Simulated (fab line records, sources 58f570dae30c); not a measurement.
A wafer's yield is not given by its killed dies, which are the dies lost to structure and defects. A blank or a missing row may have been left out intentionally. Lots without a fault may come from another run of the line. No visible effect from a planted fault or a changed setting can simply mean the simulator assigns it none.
Split-lot trial / flow berkeley cmos170 / 5 lots, 23 wafers read, on a route of 331 steps

## ABOUT THE SPLIT
At UCB170_SILICIDE_SPUTTER_01 (material Ti, target thk 30 nm, time 25 s), the setting time s was moved away from the recipe's 25 s on 5 of the 23 wafers read, by +5.7% to +14.6%. The other wafers ran this setting at the recipe's value.

## BETWEEN THE SPLIT AND THE READING: the file shows 1 step in between
- UCB170_SILICIDE_RS_MEAS_02: measures by four-point-probe

## THE READING
SILICIDE_TI_THK, in nm, at UCB170_SILICIDE_THK_MEAS_03 (measures by xrf). Typical for fault-free wafers on this fab line: 29.9 nm, with standard deviation 0.38 nm.

wafer=L075.1; tool, chamber at the split=pvd sputter-01, -; time s as run, s=25; against the recipe=recipe; SILICIDE_TI_THK, nm=29.4; against lot-mates on the recipe=-
wafer=L075.2; tool, chamber at the split=pvd sputter-01, -; time s as run, s=25; against the recipe=recipe; SILICIDE_TI_THK, nm=30.5; against lot-mates on the recipe=-
wafer=L075.3; tool, chamber at the split=pvd sputter-01, -; time s as run, s=25; against the recipe=recipe; SILICIDE_TI_THK, nm=30.1; against lot-mates on the recipe=-
wafer=L075.5; tool, chamber at the split=pvd sputter-01, -; time s as run, s=25; against the recipe=recipe; SILICIDE_TI_THK, nm=30.1; against lot-mates on the recipe=-
wafer=L075.6; tool, chamber at the split=pvd sputter-01, -; time s as run, s=25; against the recipe=recipe; SILICIDE_TI_THK, nm=30.4; against lot-mates on the recipe=-
wafer=L076.1; tool, chamber at the split=pvd sputter-01, -; time s as run, s=28.65; against the recipe=+14.6%; SILICIDE_TI_THK, nm=34.8; against lot-mates on the recipe=+5.0
wafer=L076.2; tool, chamber at the split=pvd sputter-01, -; time s as run, s=28.65; against the recipe=+14.6%; SILICIDE_TI_THK, nm=34.0; against lot-mates on the recipe=+4.2
wafer=L076.3; tool, chamber at the split=pvd sputter-01, -; time s as run, s=25; against the recipe=recipe; SILICIDE_TI_THK, nm=29.9; against lot-mates on the recipe=-
wafer=L076.4; tool, chamber at the split=pvd sputter-01, -; time s as run, s=25; against the recipe=recipe; SILICIDE_TI_THK, nm=29.4; against lot-mates on the recipe=-
wafer=L076.5; tool, chamber at the split=pvd sputter-01, -; time s as run, s=25; against the recipe=recipe; SILICIDE_TI_THK, nm=30.1; against lot-mates on the recipe=-
wafer=L081.2; tool, chamber at the split=pvd sputter-02, -; time s as run, s=25; against the recipe=recipe; SILICIDE_TI_THK, nm=29.7; against lot-mates on the recipe=-
wafer=L081.3; tool, chamber at the split=pvd sputter-02, -; time s as run, s=26.43; against the recipe=+5.7%; SILICIDE_TI_THK, nm=31.8; against lot-mates on the recipe=+2.1
wafer=L081.4; tool, chamber at the split=pvd sputter-02, -; time s as run, s=25; against the recipe=recipe; SILICIDE_TI_THK, nm=29.7; against lot-mates on the recipe=-
wafer=L081.5; tool, chamber at the split=pvd sputter-02, -; time s as run, s=26.43; against the recipe=+5.7%; SILICIDE_TI_THK, nm=31.3; against lot-mates on the recipe=+1.6
wafer=L081.6; tool, chamber at the split=pvd sputter-02, -; time s as run, s=26.43; against the recipe=+5.7%; SILICIDE_TI_THK, nm=31.7; against lot-mates on the recipe=+2.0
wafer=L082.1; tool, chamber at the split=pvd sputter-04, -; time s as run, s=25; against the recipe=recipe; SILICIDE_TI_THK, nm=29.4; against lot-mates on the recipe=-
wafer=L082.2; tool, chamber at the split=pvd sputter-04, -; time s as run, s=25; against the recipe=recipe; SILICIDE_TI_THK, nm=29.6; against lot-mates on the recipe=-
wafer=L082.3; tool, chamber at the split=pvd sputter-04, -; time s as run, s=25; against the recipe=recipe; SILICIDE_TI_THK, nm=29.4; against lot-mates on the recipe=-
wafer=L082.4; tool, chamber at the split=pvd sputter-04, -; time s as run, s=25; against the recipe=recipe; SILICIDE_TI_THK, nm=29.9; against lot-mates on the recipe=-
wafer=L082.5; tool, chamber at the split=pvd sputter-04, -; time s as run, s=25; against the recipe=recipe; SILICIDE_TI_THK, nm=29.5; against lot-mates on the recipe=-
wafer=L080.1; tool, chamber at the split=pvd sputter-01, -; time s as run, s=25; against the recipe=recipe; SILICIDE_TI_THK, nm=30.1; against lot-mates on the recipe=-
wafer=L080.3; tool, chamber at the split=pvd sputter-01, -; time s as run, s=25; against the recipe=recipe; SILICIDE_TI_THK, nm=29.1; against lot-mates on the recipe=-
wafer=L080.5; tool, chamber at the split=pvd sputter-01, -; time s as run, s=25; against the recipe=recipe; SILICIDE_TI_THK, nm=28.9; against lot-mates on the recipe=-

FIT RESULTS
A straight line over all 23 wafers: SILICIDE_TI_THK changes by +0.321 nm for each +1% of time s; r = +0.96; the points scatter about the line by 0.42 nm.
The same after taking each lot's own level away (the mean of its wafers on the recipe; 23 wafers): +0.318 nm for each +1%; r = +0.97; scatter 0.34 nm.
Per that fit: largest time s move, reading shift of 4.6 nm.
Across the lots, their own levels run from 29.37 to 30.10 nm, a range of 1.9 times the standard deviation given above.
Consequently the slope shifts little with the lot-to-lot level, the two slopes agreeing.
Check: with one of the wafers moved furthest among these (+14.6%) left out of the fit, the line predicts +4.4 nm for it against its lot-mates. Against them it came out at +5 nm.

## FURTHER SPLITS ON THESE WAFERS
These wafers also went through other splits before the reading. Each is held against what the fit with the lots' levels taken away leaves over:
other split on the same wafers=UCB170_PVT_IMPLANT_07 energy kev; wafers away from the commonest value=9; r with SILICIDE_TI_THK (lot level and that fit taken away)=-0.01
other split on the same wafers=UCB170_PVT_STRIP_08 overash fraction; wafers away from the commonest value=6; r with SILICIDE_TI_THK (lot level and that fit taken away)=-0.13
other split on the same wafers=UCB170_PLDD_EXPOSE_03 dose mj; wafers away from the commonest value=6; r with SILICIDE_TI_THK (lot level and that fit taken away)=-0.02
other split on the same wafers=UCB170_NLDD_PEB_04 peb temp c; wafers away from the commonest value=7; r with SILICIDE_TI_THK (lot level and that fit taken away)=-0.06
other split on the same wafers=UCB170_SPACER_CVD_00 time s; wafers away from the commonest value=10; r with SILICIDE_TI_THK (lot level and that fit taken away)=+0.17
other split on the same wafers=UCB170_PSD_IMPLANT_08 energy kev; wafers away from the commonest value=10; r with SILICIDE_TI_THK (lot level and that fit taken away)=+0.11

## THE WHOLE CHAIN: every reading that the file lists as answering this split, in the file's order
step=UCB170_SILICIDE_SPUTTER_01; what it does=material Ti, target thk 30 nm, time 25 s; reading=Ti_of_SILICIDE_SPUTTER_01.thk nm (the simulator's own value, which no gauge read); change (the file's fit)=+0.314 nm for each +1% of the setting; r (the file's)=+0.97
step=UCB170_SILICIDE_RS_MEAS_02; what it does=measures by four-point-probe; reading=SILICIDE_TI_RS; change (the file's fit)=-0.279 for each +1% of the setting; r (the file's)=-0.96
step=UCB170_SILICIDE_THK_MEAS_03; what it does=measures by xrf; reading=SILICIDE_TI_THK; change (the file's fit)=+0.317 for each +1% of the setting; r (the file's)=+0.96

## FILE'S OWN FIT
SILICIDE_TI_THK changes by +0.317 nm for each +1% of time s, r = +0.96.
